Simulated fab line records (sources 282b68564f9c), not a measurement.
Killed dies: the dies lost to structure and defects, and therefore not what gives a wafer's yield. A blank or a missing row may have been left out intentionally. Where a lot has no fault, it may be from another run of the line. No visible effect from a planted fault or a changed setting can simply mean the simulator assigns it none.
fab line records	flow rit-cmos	part 1 of 2: steps 1 to 28 of 39
record lots=5	wafers=15	last-day=7
route steps=202 shown SPACER@126 NSD@131 PSD@142 SDANNEAL@153 PLDD@159 NLDD@160 SILICIDE@161
lots with no fault: from the same line, run without faults
start-h: the number of hours between the record's first day and the start of the first shown wafer of the lot	wait-h: hours from the lot's prior step to this one	" as in the row above	L1.1+2: one row covering several wafers at once	- either no value or no given start	* or withheld: withheld	< > ~ a bound
route shown NAME@n: NAME is a module with steps in the file, n the number in the route of the first one	usual: average and standard deviation across the fault-free wafers	same: alike in all rows	chamber/n: place in a boat	sites: each site's reading	_std_site: standard deviation across them	_edge_site: mean of outer sites minus mean of inner sites	radius-mm: how far each site lies from the wafer's centre	mask NAME#n: copy n	behind: the last tool/chamber to shape the wafer	hold: why the lot was held/for how many hours/how that ended	device: the transistor (n, p or np) that didn't switch	end of line: the same wafers' tests at the end of the route	step lacking rows: just its recipe	killed: dies that structure and defects cost at the first sort, which is not the same as the wafer's yield	map: shows each die of a wafer: x if killed, . if not, _ if none is there
set.NAME: setting as actually run; set.NAME@STEP: the setting as run at that earlier step	model.NAME: the simulator's own value behind a step, which no gauge read
lots seen at some steps along the route; tables by step, rows by wafer
services: a tool's chamber out of use, with start hour (start-h, from the record's first day; less than 0 if before it), hours out, and reason
## steps
# step RIT_SPACER_CLEAN_01
# recipe chemistry=dHF	dilution=50:1	time-s=30
lot.wafer	tool	chamber	start-h	wait-h
L075.3+5+6	wet-bench-04	3	57.40	0.0
L078.2+4+5	wet-bench-04	1	70.57	0.0
L087.2+3+6	wet-bench-01	2	112.85	0.0
L095.2+5+6	wet-bench-03	3	154.15	0.0
L096.1+3+5	wet-bench-03	1	159.07	0.0
# step RIT_SPACER_CLEAN_02
# recipe chemistry=SC2	mix=3:3:50	time-s=600	temp-c=75	dry=n2-spin
lot.wafer	tool	chamber	start-h	wait-h
L075.3+5+6	wet-bench-03	2	57.41	0.0
L078.2+4+5	wet-bench-03	2	70.59	0.0
L087.2+3+6	wet-bench-03	0	112.87	0.0
L095.2+5+6	wet-bench-04	1	154.17	0.0
L096.1+3+5	wet-bench-01	2	159.08	0.0
# step RIT_SPACER_CVD_03
# recipe material=Si3N4	target-thk-nm=250	temp-c=810	precursor=SiH2Cl2/NH3	time-s=3300	pressure-mtorr=300	sih2cl2-flow-sccm=60	nh3-flow-sccm=150
# usual pressure-mtorr=299.9/0.6	spike-tc-centre-C=812.4/1.1	spike-tc-load-C=834/3.3	zone-power-load-pct=21.2/1.9
lot.wafer	tool	chamber	start-h	wait-h	pressure-mtorr	spike-tc-centre-C	spike-tc-load-C	zone-power-load-pct
L075.3	lpcvd-02	0	57.59	0.0	300.1	814.3	839	18.7
L075.5	"	0	"	"	299.9	813.6	837	19.0
L075.6	"	0	"	"	300.2	813.1	838	18.8
L078.2	lpcvd-01	0	71.81	1.1	300.6	812.6	830	21.3
L078.4	"	0	"	"	300.2	812.1	831	21.1
L078.5	"	0	"	"	300.1	811.9	831	21.3
L087.2	lpcvd-01	1	113.43	0.4	300.3	811.3	829	21.7
L087.3	"	1	"	"	300.5	812.3	832	21.8
L087.6	"	1	"	"	299.8	812.9	831	22.2
L095.2	lpcvd-02	0	154.35	0.0	299.8	813.6	837	18.6
L095.5	"	0	"	"	299.5	811.5	839	18.5
L095.6	"	0	"	"	299.7	812.4	838	18.7
L096.1	lpcvd-02	1	159.26	0.0	300.0	812.1	833	23.5
L096.3	"	1	"	"	300.6	810.9	834	23.8
L096.5	"	1	"	"	299.6	810.2	834	23.9
# step RIT_SPACER_THK_MEAS_04
# recipe reads=Si3N4_of_SPACER_CVD_03
# usual SPACER_NITRIDE_THK=250.5/2.1
lot.wafer	tool	chamber	start-h	wait-h	SPACER_NITRIDE_THK[nm]
L075.3	film-metro-04	-	59.53	0.0	247.5
L075.5	"	-	"	"	247.4
L075.6	"	-	"	"	247.5
L078.2	film-metro-02	-	73.74	0.0	254.9
L078.4	"	-	"	"	255.8
L078.5	"	-	"	"	253.0
L087.2	film-metro-04	-	115.35	0.0	253.7
L087.3	"	-	"	"	254.8
L087.6	"	-	"	"	252.9
L095.2	film-metro-01	-	156.27	0.0	251.6
L095.5	"	-	"	"	252.6
L095.6	"	-	"	"	252.0
L096.1	film-metro-04	-	161.18	0.0	253.7
L096.3	"	-	"	"	251.6
L096.5	"	-	"	"	253.0
# step RIT_SPACER_ETCHBACK_05
# recipe target-depth-a=2500	SF6_flow_sccm=30	CHF3_flow_sccm=30	target=Si3N4	chemistry=SF6/CHF3	pressure-mtorr=40	rf-w=250	time-s=229.8	stop-on=SiO2
# usual drypump-motor-current-A=5.8/0.46	oes-product-au=0.870/0.017	throttle-valve-pct=10.32/0.18
lot.wafer	tool	chamber	start-h	wait-h	drypump-motor-current-A	oes-product-au	rf-hours-counter-h	throttle-valve-pct
L075.3	rie-diel-03	1	59.57	0.0	5.3	0.857	6	10.35
L075.5	"	1	"	"	5.3	0.859	-	10.35
L075.6	"	2	"	"	5.6	0.871	-	10.02
L078.2	rie-diel-02	1	73.79	0.0	5.7	0.861	5	10.12
L078.4	"	2	"	"	5.7	0.908	72	10.32
L078.5	"	1	"	"	5.7	0.859	-	10.11
L087.2	rie-diel-02	1	115.40	0.0	5.7	0.858	6	10.13
L087.3	"	3	"	"	6.0	0.915	27	10.37
L087.6	"	3	"	"	6.0	0.904	-	10.37
L095.2	rie-diel-03	0	156.32	0.0	5.5	0.858	6	10.51
L095.5	"	0	"	"	5.5	0.868	-	10.50
L095.6	"	1	"	"	5.3	0.871	-	10.36
L096.1	rie-diel-01	0	161.24	0.1	6.5	0.888	56	10.05
L096.3	"	2	"	"	5.7	0.870	8	10.51
L096.5	"	1	"	"	6.2	0.851	-	10.59
# step RIT_NSD_HMDS_00
# recipe prime-time-s=60	prime-temp-c=140
# usual chill-plate-temp-C=22.99/0.1
lot.wafer	tool	chamber	start-h	wait-h	chill-plate-temp-C
L075.3	litho-track-04	0	59.91	0.3	23.05
L075.5	"	0	"	"	22.92
L075.6	"	0	"	"	22.87
L078.2	litho-track-02	0	73.97	0.1	22.91
L078.4	"	0	"	"	22.85
L078.5	"	0	"	"	22.89
L087.2	litho-track-02	0	115.58	0.1	22.93
L087.3	"	0	"	"	22.98
L087.6	"	0	"	"	22.99
L095.2	litho-track-04	0	156.50	0.1	23.01
L095.5	"	0	"	"	23.14
L095.6	"	0	"	"	23.14
L096.1	litho-track-02	0	161.39	0.1	22.71
L096.3	"	0	"	"	22.97
L096.5	"	0	"	"	22.95
# step RIT_NSD_COAT_01
# recipe resist=NOVOLAK	spin-rpm=3250	resist-thk-nm=1000
# usual chill-plate-temp-C=22.99/0.11	spin-speed-rpm=3250.2/2.1
lot.wafer	tool	chamber	start-h	wait-h	chill-plate-temp-C	spin-speed-rpm
L075.3	litho-track-04	0	60.06	0.1	22.96	3249.8
L075.5	"	0	"	"	22.84	3253.6
L075.6	"	0	"	"	23.02	3248.3
L078.2	litho-track-02	0	74.12	0.1	22.96	3252.3
L078.4	"	0	"	"	22.94	3252.7
L078.5	"	0	"	"	23.14	3254.0
L087.2	litho-track-02	0	115.73	0.1	22.90	3249.1
L087.3	"	0	"	"	22.92	3250.8
L087.6	"	0	"	"	22.92	3251.5
L095.2	litho-track-04	0	156.65	0.1	23.10	3249.5
L095.5	"	0	"	"	23.14	3245.6
L095.6	"	0	"	"	23.16	3248.7
L096.1	litho-track-02	0	161.54	0.1	23.06	3247.6
L096.3	"	0	"	"	22.93	3248.8
L096.5	"	0	"	"	22.95	3250.9
# step RIT_NSD_SOFTBAKE_02
# recipe resist=NOVOLAK	temp-c=90	time-s=60
# usual chill-plate-temp-C=23.02/0.1
lot.wafer	tool	chamber	start-h	wait-h	chill-plate-temp-C
L075.3	litho-track-04	0	60.21	0.1	23.07
L075.5	"	0	"	"	23.08
L075.6	"	0	"	"	23.02
L078.2	litho-track-02	0	74.27	0.1	23.05
L078.4	"	0	"	"	23.13
L078.5	"	0	"	"	23.06
L087.2	litho-track-02	0	115.88	0.1	23.10
L087.3	"	0	"	"	22.92
L087.6	"	0	"	"	23.02
L095.2	litho-track-04	0	156.80	0.1	23.01
L095.5	"	0	"	"	22.97
L095.6	"	0	"	"	22.97
L096.1	litho-track-02	0	161.69	0.1	22.98
L096.3	"	0	"	"	22.93
L096.5	"	0	"	"	22.83
# step RIT_NSD_EXPOSE_03
# recipe mask-id=M9	na=0.57	target-cd-nm=40700	dose-mj=250
lot.wafer	tool	chamber	start-h	wait-h	mask
L075.3+5+6	iline-stepper-01	0	60.47	0.2	M9#0
L078.2+4+5	iline-stepper-02	0	74.54	0.2	M9#0
L087.2+3+6	iline-stepper-02	0	116.50	0.6	M9#0
L095.2+5+6	iline-stepper-02	0	157.07	0.2	M9#0
L096.1+3+5	iline-stepper-02	0	161.84	0.1	M9#0
# step RIT_NSD_PEB_04
# recipe resist=NOVOLAK	temp-c=withheld	time-s=withheld
# usual chill-plate-temp-C=*
lot.wafer	tool	chamber	start-h	wait-h	chill-plate-temp-C
L075.3	litho-track-02	0	60.60	0.1	*
L075.5	"	0	"	"	*
L075.6	"	0	"	"	*
L078.2	litho-track-04	0	74.66	0.1	*
L078.4	"	0	"	"	*
L078.5	"	0	"	"	*
L087.2	litho-track-01	0	116.62	0.1	*
L087.3	"	0	"	"	*
L087.6	"	0	"	"	*
L095.2	litho-track-02	0	157.20	0.1	*
L095.5	"	0	"	"	*
L095.6	"	0	"	"	*
L096.1	litho-track-04	0	162.00	0.1	*
L096.3	"	0	"	"	*
L096.5	"	0	"	"	*
# step RIT_NSD_DEVELOP_05
# recipe resist=NOVOLAK	develop-time-s=50	dev-temp-c=23
# usual chill-plate-temp-C=23.01/0.1
lot.wafer	tool	chamber	start-h	wait-h	chill-plate-temp-C
L075.3	litho-track-02	0	-	-	23.09
L075.5	"	0	"	"	22.91
L075.6	"	0	"	"	23.02
L078.2	litho-track-04	0	-	-	22.85
L078.4	"	0	"	"	23.02
L078.5	"	0	"	"	23.12
L087.2	litho-track-01	0	-	-	23.16
L087.3	"	0	"	"	23.01
L087.6	"	0	"	"	23.03
L095.2	litho-track-02	0	-	-	23.06
L095.5	"	0	"	"	23.16
L095.6	"	0	"	"	23.18
L096.1	litho-track-04	0	-	-	22.93
L096.3	"	0	"	"	23.11
L096.5	"	0	"	"	23.06
# step RIT_NSD_OVL_MEAS_06
# usual NSD_OVL=0.7/1.4
lot.wafer	tool	chamber	start-h	wait-h	NSD_OVL[nm]
L075.3	overlay-02	-	60.85	-	3.2
L075.5	"	-	"	"	2.5
L075.6	"	-	"	"	1.2
L078.2	overlay-02	-	74.92	-	1.3
L078.4	"	-	"	"	0.7
L078.5	"	-	"	"	2.6
L087.2	overlay-02	-	116.88	-	1.7
L087.3	"	-	"	"	3.4
L087.6	"	-	"	"	2.0
L095.2	overlay-01	-	157.47	-	0.5
L095.5	"	-	"	"	-0.6
L095.6	"	-	"	"	0.4
L096.1	overlay-02	-	162.28	-	0.4
L096.3	"	-	"	"	-0.6
L096.5	"	-	"	"	-0.9
# step RIT_NSD_HARDBAKE_07
# recipe resist=NOVOLAK	temp-c=140	time-s=60
# usual chill-plate-temp-C=23.00/0.1
lot.wafer	tool	chamber	start-h	wait-h	chill-plate-temp-C
L075.3	litho-track-01	0	60.92	0.1	23.02
L075.5	"	0	"	"	22.92
L075.6	"	0	"	"	22.77
L078.2	litho-track-02	0	74.98	0.0	22.81
L078.4	"	0	"	"	22.87
L078.5	"	0	"	"	22.89
L087.2	litho-track-01	0	116.94	0.0	22.98
L087.3	"	0	"	"	22.94
L087.6	"	0	"	"	23.01
L095.2	litho-track-02	0	157.52	0.0	23.12
L095.5	"	0	"	"	23.04
L095.6	"	0	"	"	23.22
L096.1	litho-track-04	0	162.32	0.0	22.97
L096.3	"	0	"	"	22.98
L096.5	"	0	"	"	22.94
# step RIT_NSD_IMPLANT_08
# recipe species=P	energy-kev=25	dose-cm2=1e+15	tilt-deg=7
lot.wafer	tool	chamber	start-h	wait-h
L075.3+5+6	implanter-01	0	61.07	0.1
L078.2+4+5	implanter-04	0	75.13	0.1
L087.2+3+6	implanter-03	0	117.09	0.1
L095.2+5+6	implanter-04	0	157.67	0.1
L096.1+3+5	implanter-04	0	162.47	0.1
# step RIT_NSD_STRIP_09
# recipe chemistry=O2	time-s=180	resist=NOVOLAK	platen-temp-c=withheld	power-w=500	pressure-mtorr=4000	o2-flow-sccm=4000
# usual drypump-motor-current-A=5.9/0.3
lot.wafer	tool	chamber	start-h	wait-h	drypump-motor-current-A	rf-hours-counter-h
L075.3	plasma-asher-03	0	61.23	0.1	5.9	-
L075.5	"	1	"	"	6.1	-
L075.6	"	0	"	"	5.9	-
L078.2	plasma-asher-04	1	75.25	0.1	5.4	28
L078.4	"	0	"	"	5.8	-
L078.5	"	0	"	"	5.8	-
L087.2	plasma-asher-03	1	117.21	0.1	6.1	48
L087.3	"	1	"	"	6.1	-
L087.6	"	0	"	"	5.9	-
L095.2	plasma-asher-01	1	157.80	0.1	6.4	52
L095.5	"	1	"	"	6.4	-
L095.6	"	0	"	"	5.7	-
L096.1	plasma-asher-01	1	162.62	0.1	6.4	53
L096.3	"	1	"	"	6.3	-
L096.5	"	1	"	"	6.3	-
# step RIT_NSD_TW_MEAS_10
# usual NSD_TW=3132/18
lot.wafer	tool	chamber	start-h	wait-h	NSD_TW
L075.3	film-metro-01	-	61.37	0.1	3113
L075.5	"	-	"	"	3104
L075.6	"	-	"	"	3108
L078.2	film-metro-03	-	75.44	0.1	3135
L078.4	"	-	"	"	3119
L078.5	"	-	"	"	3114
L087.2	film-metro-01	-	117.40	0.1	3104
L087.3	"	-	"	"	3126
L087.6	"	-	"	"	3115
L095.2	film-metro-03	-	157.98	0.1	3133
L095.5	"	-	"	"	3129
L095.6	"	-	"	"	3150
L096.1	film-metro-01	-	162.79	0.1	3124
L096.3	"	-	"	"	3122
L096.5	"	-	"	"	3114
# step RIT_PSD_HMDS_00
# recipe prime-time-s=60	prime-temp-c=140
# usual chill-plate-temp-C=23.00/0.094
lot.wafer	tool	chamber	start-h	wait-h	chill-plate-temp-C
L075.3	litho-track-04	0	61.46	0.1	23.09
L075.5	"	0	"	"	23.05
L075.6	"	0	"	"	23.07
L078.2	litho-track-03	0	75.66	0.2	22.92
L078.4	"	0	"	"	23.03
L078.5	"	0	"	"	22.93
L087.2	litho-track-02	0	117.47	0.1	23.04
L087.3	"	0	"	"	22.88
L087.6	"	0	"	"	23.03
L095.2	litho-track-02	0	158.22	0.2	23.08
L095.5	"	0	"	"	23.02
L095.6	"	0	"	"	22.98
L096.1	litho-track-04	0	162.85	0.1	23.02
L096.3	"	0	"	"	22.90
L096.5	"	0	"	"	22.85
# step RIT_PSD_COAT_01
# recipe resist=NOVOLAK	spin-rpm=3250	resist-thk-nm=1000
# usual chill-plate-temp-C=23.02/0.096	spin-speed-rpm=3249.8/2.1
lot.wafer	tool	chamber	start-h	wait-h	chill-plate-temp-C	spin-speed-rpm
L075.3	litho-track-04	0	61.61	0.1	22.80	3248.6
L075.5	"	0	"	"	22.92	3253.6
L075.6	"	0	"	"	22.99	3249.0
L078.2	litho-track-03	0	75.81	0.1	23.02	3252.0
L078.4	"	0	"	"	23.04	3251.4
L078.5	"	0	"	"	23.12	3249.1
L087.2	litho-track-02	0	117.62	0.1	22.86	3249.3
L087.3	"	0	"	"	23.08	3249.0
L087.6	"	0	"	"	22.98	3251.7
L095.2	litho-track-02	0	158.37	0.1	23.00	3248.6
L095.5	"	0	"	"	23.01	3250.5
L095.6	"	0	"	"	23.26	3244.1
L096.1	litho-track-04	0	163.00	0.1	23.04	3252.4
L096.3	"	0	"	"	22.88	3247.8
L096.5	"	0	"	"	23.07	3249.3
# step RIT_PSD_SOFTBAKE_02
# recipe resist=NOVOLAK	temp-c=90	time-s=60
# usual chill-plate-temp-C=23.03/0.095
lot.wafer	tool	chamber	start-h	wait-h	chill-plate-temp-C
L075.3	litho-track-04	0	61.76	0.1	23.18
L075.5	"	0	"	"	23.16
L075.6	"	0	"	"	22.95
L078.2	litho-track-03	0	75.96	0.1	22.89
L078.4	"	0	"	"	23.05
L078.5	"	0	"	"	23.09
L087.2	litho-track-02	0	117.77	0.1	22.98
L087.3	"	0	"	"	23.05
L087.6	"	0	"	"	23.01
L095.2	litho-track-02	0	158.52	0.1	23.04
L095.5	"	0	"	"	23.05
L095.6	"	0	"	"	22.92
L096.1	litho-track-04	0	163.15	0.1	23.17
L096.3	"	0	"	"	23.17
L096.5	"	0	"	"	22.99
# step RIT_PSD_EXPOSE_03
# recipe mask-id=M10	na=0.57	target-cd-nm=40900	dose-mj=250
lot.wafer	tool	chamber	start-h	wait-h	mask
L075.3+5+6	iline-stepper-01	0	61.89	0.1	M10#0
L078.2+4+5	iline-stepper-02	0	76.23	0.2	M10#0
L087.2+3+6	iline-stepper-02	0	118.04	0.2	M10#0
L095.2+5+6	iline-stepper-02	0	158.67	0.1	M10#0
L096.1+3+5	iline-stepper-02	0	163.30	0.1	M10#0
# step RIT_PSD_PEB_04
# recipe resist=NOVOLAK	temp-c=withheld	time-s=withheld
# usual chill-plate-temp-C=*
lot.wafer	tool	chamber	start-h	wait-h	chill-plate-temp-C
L075.3	litho-track-04	0	62.02	0.1	*
L075.5	"	0	"	"	*
L075.6	"	0	"	"	*
L078.2	litho-track-03	0	76.35	0.1	*
L078.4	"	0	"	"	*
L078.5	"	0	"	"	*
L087.2	litho-track-04	0	118.17	0.1	*
L087.3	"	0	"	"	*
L087.6	"	0	"	"	*
L095.2	litho-track-02	0	158.79	0.1	*
L095.5	"	0	"	"	*
L095.6	"	0	"	"	*
L096.1	litho-track-04	0	163.42	0.1	*
L096.3	"	0	"	"	*
L096.5	"	0	"	"	*
# step RIT_PSD_DEVELOP_05
# recipe resist=NOVOLAK	develop-time-s=50	dev-temp-c=21.9
# usual chill-plate-temp-C=22.99/0.098
lot.wafer	tool	chamber	start-h	wait-h	chill-plate-temp-C
L075.3	litho-track-04	0	-	-	22.99
L075.5	"	0	"	"	23.10
L075.6	"	0	"	"	23.06
L078.2	litho-track-03	0	-	-	23.09
L078.4	"	0	"	"	23.18
L078.5	"	0	"	"	23.05
L087.2	litho-track-04	0	-	-	22.97
L087.3	"	0	"	"	23.01
L087.6	"	0	"	"	22.93
L095.2	litho-track-02	0	-	-	22.93
L095.5	"	0	"	"	22.84
L095.6	"	0	"	"	22.85
L096.1	litho-track-04	0	-	-	22.96
L096.3	"	0	"	"	22.97
L096.5	"	0	"	"	22.97
# step RIT_PSD_OVL_MEAS_06
# usual PSD_OVL=-0.7/1.3
lot.wafer	tool	chamber	start-h	wait-h	PSD_OVL[nm]
L075.3	overlay-02	-	62.27	-	0.0
L075.5	"	-	"	"	-0.1
L075.6	"	-	"	"	0.1
L078.2	overlay-01	-	76.61	-	-0.8
L078.4	"	-	"	"	-0.7
L078.5	"	-	"	"	-1.2
L087.2	overlay-02	-	118.43	-	1.8
L087.3	"	-	"	"	0.1
L087.6	"	-	"	"	1.9
L095.2	overlay-02	-	159.05	-	-2.0
L095.5	"	-	"	"	-1.3
L095.6	"	-	"	"	-1.6
L096.1	overlay-01	-	163.70	-	-1.7
L096.3	"	-	"	"	-1.8
L096.5	"	-	"	"	-1.3
# step RIT_PSD_HARDBAKE_07
# recipe resist=NOVOLAK	temp-c=140	time-s=60
# usual chill-plate-temp-C=23.01/0.12
lot.wafer	tool	chamber	start-h	wait-h	chill-plate-temp-C
L075.3	litho-track-04	0	62.34	0.1	22.93
L075.5	"	0	"	"	22.85
L075.6	"	0	"	"	22.96
L078.2	litho-track-03	0	76.67	0.0	22.99
L078.4	"	0	"	"	22.81
L078.5	"	0	"	"	22.79
L087.2	litho-track-03	0	118.49	0.0	22.94
L087.3	"	0	"	"	22.96
L087.6	"	0	"	"	23.08
L095.2	litho-track-02	0	159.11	0.0	22.96
L095.5	"	0	"	"	22.97
L095.6	"	0	"	"	23.02
L096.1	litho-track-02	0	163.74	0.0	23.26
L096.3	"	0	"	"	23.08
L096.5	"	0	"	"	22.94
# step RIT_PSD_IMPLANT_08
# recipe species=BF2	energy-kev=27	dose-cm2=5e+15	tilt-deg=7
lot.wafer	tool	chamber	start-h	wait-h
L075.3+5+6	implanter-04	0	62.49	0.1
L078.2+4+5	implanter-02	0	76.82	0.1
L087.2+3+6	implanter-02	0	118.64	0.1
L095.2+5+6	implanter-04	0	159.26	0.1
L096.1+3+5	implanter-02	0	163.89	0.1
# step RIT_PSD_STRIP_09
# recipe chemistry=O2	time-s=180	resist=NOVOLAK	platen-temp-c=withheld	power-w=500	pressure-mtorr=4000	o2-flow-sccm=4000
# usual drypump-motor-current-A=6.06/0.28
lot.wafer	tool	chamber	start-h	wait-h	drypump-motor-current-A	rf-hours-counter-h
L075.3	plasma-asher-03	1	62.65	0.1	6.12	-
L075.5	"	0	"	"	5.89	-
L075.6	"	1	"	"	6.14	-
L078.2	plasma-asher-03	0	76.94	0.1	5.90	42
L078.4	"	0	"	"	5.93	-
L078.5	"	1	"	"	6.13	-
L087.2	plasma-asher-03	1	118.76	0.1	6.13	48
L087.3	"	1	"	"	6.11	-
L087.6	"	1	"	"	6.14	-
L095.2	plasma-asher-02	1	159.38	0.1	6.33	7
L095.5	"	1	"	"	6.31	-
L095.6	"	0	"	"	6.28	-
L096.1	plasma-asher-02	1	164.04	0.1	6.27	8
L096.3	"	1	"	"	6.28	-
L096.5	"	1	"	"	6.29	-
# step RIT_PSD_TW_MEAS_10
# usual PSD_TW=3445/23
lot.wafer	tool	chamber	start-h	wait-h	PSD_TW
L075.3	film-metro-01	-	62.79	0.1	3386
L075.5	"	-	"	"	3382
L075.6	"	-	"	"	3394
L078.2	film-metro-01	-	77.13	0.1	3450
L078.4	"	-	"	"	3448
L078.5	"	-	"	"	3454
L087.2	film-metro-02	-	118.95	0.1	3457
L087.3	"	-	"	"	3449
L087.6	"	-	"	"	3456
L095.2	film-metro-01	-	159.57	0.1	3443
L095.5	"	-	"	"	3436
L095.6	"	-	"	"	3431
L096.1	film-metro-02	-	164.21	0.1	3455
L096.3	"	-	"	"	3459
L096.5	"	-	"	"	3475
# step RIT_SDANNEAL_CLEAN_00
# recipe chemistry=SC1	mix=3:3:50	time-s=600	temp-c=75
lot.wafer	tool	chamber	start-h	wait-h
L075.3+5+6	wet-bench-04	1	62.83	0.0
L078.2+4+5	wet-bench-02	0	77.18	0.0
L087.2+3+6	wet-bench-04	0	119.00	0.0
L095.2+5+6	wet-bench-03	2	159.62	0.0
L096.1+3+5	wet-bench-03	0	164.27	0.1
